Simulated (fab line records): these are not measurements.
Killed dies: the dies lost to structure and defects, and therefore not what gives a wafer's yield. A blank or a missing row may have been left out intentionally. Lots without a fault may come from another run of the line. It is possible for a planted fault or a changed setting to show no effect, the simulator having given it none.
Code-filled problem report in 8D (eight disciplines) form | flow berkeley_cmos170 | the parts of the form that need people (team, actions taken, sign-off) are left out

1. THE ISSUE
run_length_s at UCB170_M3_SOFTBAKE_06 reads a mean of 99.70 s on 6 wafers of 2 lots; wafers without a fault read 89.06 s with a standard deviation of 0.18. That puts it +59 standard deviations away from the usual mean.
The step: time 60 s.
First seen on wafer L355.2, day 9 05:05, on litho_track-04. The record holds 42 wafers of 14 lots with a number at this step. Rule for "out", or "out of limits": more than 4 standard deviations from the usual mean. All remaining wafers that have a number are taken as sound.

2. WHAT IT IS; WHAT IT IS NOT
question                    | is                     | is not
which readings at this step | run_length_s           | -
which lots                  | L355, L358             | L345, L346, L348, L349, L350, L351, L352, L353, L360, L362, L363, L365
which wafers of those lots  | all that have a number | -
read on which tools         | litho_track-04         | litho_track-02, litho_track-03
when                        | from day 9 05:05       | up to then (24 sound wafers); but 12 sound wafers of L360, L362, L363, L365 came after

3. SUSPECTS, AND WHAT RULES EACH OUT
Counting: a tool stays on the suspect list if, at a process step up to the reading, it processed all lots that are out and no sound lot following the first of them.
- litho_track-04 at UCB170_M3_SOFTBAKE_06 (time 60 s): kept. It ran every lot that is out, first L355 (day 9 05:05), and no sound lot after that; its last sound lot up to then is L352 (day 8 21:17). Its own run_length_s readings are out on those wafers.
Remaining after the count: litho_track-04 at UCB170_M3_SOFTBAKE_06.

4. THE CAUSE (what the simulator had put in)
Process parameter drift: litho_track-04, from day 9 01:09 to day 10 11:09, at UCB170_M3_SOFTBAKE_06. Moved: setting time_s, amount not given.
After counting, this tool was the only one left.

5. THE CHAIN OF EFFECTS, in route order
Each row: a reading whose mean over the struck wafers that have a number lies more than 3 standard deviations from the usual. Readings are gone through only where the record gives a usual standard deviation; hours: the median, over the lots, of the time from a lot's start at the first step in this table giving one to that lot's start at this step; sigmas: the change measured in usual standard deviations.
hours | step                  | reading      | usual   | on struck wafers | change | sigmas
0     | UCB170_M3_SOFTBAKE_06 | run_length_s | 89.06 s | 99.70            | +10.64 | +59
The process steps in it:
- UCB170_M3_SOFTBAKE_06: time 60 s.
Later measuring or inspecting steps at which every struck wafer that the step has a row for has a number for every such reading, and none has moved that far: UCB170_M3_OVL_MEAS_16.

6. HOW IT WOULD HAVE BEEN CAUGHT EARLIER
4 hours passed between the start of the fault at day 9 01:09 and the first reading out of limits in this record, taken at day 9 05:05.
